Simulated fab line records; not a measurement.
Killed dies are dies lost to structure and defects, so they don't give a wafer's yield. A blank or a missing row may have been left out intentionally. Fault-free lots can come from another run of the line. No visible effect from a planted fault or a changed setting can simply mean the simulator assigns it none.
What tool caused it?    flow rit_cmos    18 wafers from 6 lots sampled at 2 of the route's 202 steps

## WHAT THE GAUGES SHOWED, per wafer
RIT_M1_RS_MEAS_01: measurement is done with a four-point probe.
lot   measured     on             M1_AL_RS (ohm/sq)
L804  day 3 12:34  film_metro-03  0.0744 0.0739 0.0744
L806  day 3 23:35  film_metro-02  0.0747 0.0742 0.0753
L809  day 4 13:18  film_metro-02  0.0731 0.0731 0.0735
L813  day 5 08:16  film_metro-02  0.1133 0.1127 0.1126
L820  day 6 19:23  film_metro-02  0.0744 0.0730 0.0739
L824  day 7 16:25  film_metro-03  0.0726 0.0731 0.0729

## WHICH TOOL RAN EACH LOT (tool, then ch and the chambers of the sampled wafers, then the start)
lot   RIT_M1_SPUTTER_00
L804  pvd_sputter-04, day 3 12:16
L806  pvd_sputter-03, day 3 23:17
L809  pvd_sputter-04, day 4 12:58
L813  pvd_sputter-04, day 5 07:56
L820  pvd_sputter-03, day 6 19:05
L824  pvd_sputter-02, day 7 16:04
- RIT_M1_SPUTTER_00: material Al, target thk 400 nm, time 500 s.

## THE ANSWER, worked out from the rows above alone
Rule: what is usual is taken from the lots themselves. Put in order of their means at a reading, lots are off if they are a third of the lots or fewer, leave a main group of 4 or more, and stand apart from it by a gap of 3 or more times the standard deviation of the main group's means; of several such gaps the widest counts. A main group whose means are all the same, to the digits that the tables above print for the reading, isn't used. A lot without any number at a reading at which 4 lots or more have one is off too. The other lots that the step has rows for count as sound.
Off: L813, at RIT_M1_RS_MEAS_01 (M1_AL_RS). The main group: mean 0.0738 ohm/sq, standard deviation 0.00067.
A tool fits if, at a process step before that reading, it ran every lot that is off, and no sound lot after the first of them. Gauges at RIT_M1_RS_MEAS_01: tried the same way as those tools. One fits: pvd_sputter-04 at RIT_M1_SPUTTER_00. A fault onset in the window from L809 (day 4 12:58, its last sound lot) to L813 (day 5 07:56, its first lot off) fits.

## WHAT THE SIMULATOR HAD PUT IN
Drift in process parameters on pvd_sputter-04 at RIT_M1_SPUTTER_00, starting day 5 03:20. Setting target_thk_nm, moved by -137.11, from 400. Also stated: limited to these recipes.
Lots struck among those shown: L813. The rule given above showed the same thing.
